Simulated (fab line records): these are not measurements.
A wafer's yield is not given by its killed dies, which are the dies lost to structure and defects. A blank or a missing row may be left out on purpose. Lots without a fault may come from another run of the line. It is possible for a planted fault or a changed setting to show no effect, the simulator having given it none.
Comparing a struck lot with a sound one :: flow ritCmos :: 34 out of 202 route steps
Sound: the wafers L413.1, L413.4, L413.5. Struck: wafers L426.1, L426.2, L426.4. At the end, the cause is stated.
Order at every step that has rows: each side's tool, ch and its chambers, its first start. Under that, the readings that differ: sound wafers :: struck wafers :: difference of the means :: sigmas: that difference in standard deviations of wafers without a fault.
alike: a reading whose means differ by less than 2 such deviations, as well as words and numbers matching on both sides. not compared: withheld readings; readings where some wafer has no value; bounds like >300 that might hide an equal value; numbers whose values overlap and for which the record gives no deviation.
A row with sigmas, a row that says differs or no value, or rows on one side alone: a step with any of these is where the two part. Non-overlapping numbers with no deviation appear without sigmas and do not part them. Lack of a reading on every wafer of one side parts them only where that side has two or more wafers.

RIT_ACTIVE_BOW_MEAS_00:
  struck on filmMetro-01, day 5 19:00; sound on filmMetro-01, day 3 02:00
  alike: INCOMING_BOW
then, 1 step without rows for these wafers: RIT_ACTIVE_OXIDATION_01 (target thk 46.8 nm, ox time 3360 s).
RIT_ACTIVE_THK_MEAS_02:
  struck on filmMetro-04, day 5 22:20; sound on filmMetro-01, day 3 05:37
  alike: ACTIVE_OXIDE_THK
RIT_ACTIVE_CVD_03: deposits Si3N4 from SiH2Cl2/NH3, target thk 150 nm, time 1500 s.
  sound on lpcvd-01 ch 1, day 3 05:40; struck on lpcvd-01 ch 0, day 5 22:24
  alike: susceptorTempC
RIT_ACTIVE_THK_MEAS_04:
  struck on filmMetro-04, day 5 23:49; sound on filmMetro-01, day 3 07:05
  alike: ACTIVE_NITRIDE_THK
then, 6 steps without rows for these wafers: RIT_ACTIVE_HMDS_05 (prime time 60 s); RIT_ACTIVE_COAT_06 (resist thk 1000 nm); RIT_ACTIVE_SOFTBAKE_07 (time 60 s); RIT_ACTIVE_EXPOSE_08 (exposes mask M1, target cd 1400 nm); RIT_ACTIVE_PEB_09; RIT_ACTIVE_DEVELOP_10 (develop time 50 s).
RIT_ACTIVE_CD_MEAS_11 targets a cd of 1400 nm.
  struck on cdSem-02, day 6 00:44; sound on cdSem-01, day 3 08:17
  alike: cdNm
then, 1 step without rows for these wafers: RIT_ACTIVE_HARDBAKE_12 (time 60 s).
RIT_ACTIVE_ETCH_13: etches Si3N4 in SF6, stops on SiO2, time 210 s, target depth 210 nm.
  sound on rieDiel-03 ch 0,1,2, day 3 08:33; struck on rieDiel-03 ch 0,1,3, day 6 01:00
  alike: drypumpMotorCurrentA, oesProductAu, throttleValvePct
  not compared: rfHoursCounterH
RIT_ACTIVE_STRIP_14: strips in O2, time 180 s.
  sound on plasmaAsher-03 ch 0, day 3 08:41; struck on plasmaAsher-02 ch 0,1, day 6 01:08
  alike: drypumpMotorCurrentA
  not compared: rfHoursCounterH
RIT_ACTIVE_CD_MEAS_90 targets a cd of 1400 nm.
  struck on cdSem-02, day 6 01:19; sound on cdSem-01, day 3 08:52
  alike: cdNm
then, 4 steps without rows for these wafers: RIT_ACTIVE_CLEAN_15 (cleans in SC1, time 600 s); RIT_ACTIVE_CLEAN_16 (cleans in dHF, time 30 s); RIT_ACTIVE_CLEAN_17 (cleans in SC2, time 600 s); RIT_FOX1_OXIDATION_00 (target thk 350.7 nm, ox time 1130 s).
RIT_FOX1_THK_MEAS_01:
  struck on filmMetro-02, day 6 05:17; sound on filmMetro-03, day 3 14:11
  alike: FOX1_OXIDE_THK
then, 2 steps without rows for these wafers: RIT_FOX1_WET_ETCH_02 (etches SiO2 in BOE, target depth 350 nm, time 390 s); RIT_FOX2_OXIDATION_00 (target thk 350.7 nm, ox time 1130 s).
RIT_FOX2_THK_MEAS_01:
  struck on filmMetro-04, day 6 06:52; sound on filmMetro-04, day 3 17:41
reading: FOX2_OXIDE_THK (nm)
sound: 346 344 342
struck: 366 367 362
difference: +21
sigmas: +2
then, 2 steps without rows for these wafers: RIT_FOX2_CLEAN_02 (cleans in dHF, time 180 s); RIT_FOX2_WET_ETCH_03 (etches Si3N4 in H3PO4, target depth 195 nm, time 2700 s).
RIT_FOX2_THK_MEAS_90:
  struck on filmMetro-02, day 6 07:49; sound on filmMetro-02, day 3 18:34
reading: FIELD_OXIDE_LEFT_1_THK (nm)
sound: 319 316 315
struck: 339 340 335
difference: +21
sigmas: +2
then, 2 steps without rows for these wafers: RIT_NWELL_HMDS_00 (prime time 60 s); RIT_NWELL_COAT_01 (resist thk 1300 nm).
RIT_NWELL_SOFTBAKE_02: time 61.45 s.
  sound on lithoTrack-01 ch 0, day 3 18:56; struck on lithoTrack-02 ch 0, day 6 08:10
  alike: heaterPowerTotalW, plateSensorTCentreC, plateSensorTEdgeC
then, 3 steps without rows for these wafers: RIT_NWELL_EXPOSE_03 (exposes mask M2, target cd 43900 nm); RIT_NWELL_PEB_04; RIT_NWELL_DEVELOP_05 (develop time 68 s).
RIT_M1_PROBE_99:
  struck on prober-01, day 8 03:26; sound on prober-01, day 5 13:17
reading: hold
sound: - - -
struck: awaitDispo/5.7h/release awaitDispo/5.7h/release awaitDispo/5.7h/release
difference: no value on the sound wafers
sigmas: 

reading: killedAtContacts
sound: 0 0 1
struck: 0 0 0
difference: +0
sigmas: -2

reading: killedAtFrontEnd
sound: 9 8 6
struck: 36 34 32
difference: +26
sigmas: +9

reading: killedDies
sound: 9 8 7
struck: 36 34 32
difference: +26
sigmas: +9

reading: killedOnRim
sound: 0 2 1
struck: 14 10 10
difference: +10
sigmas: +7
  alike: killedOpen, killedShort

## WHERE THEY PART
Earliest at RIT_FOX2_THK_MEAS_01; latest, in this record, at RIT_M1_PROBE_99.

WHY: what had been put in by the simulator
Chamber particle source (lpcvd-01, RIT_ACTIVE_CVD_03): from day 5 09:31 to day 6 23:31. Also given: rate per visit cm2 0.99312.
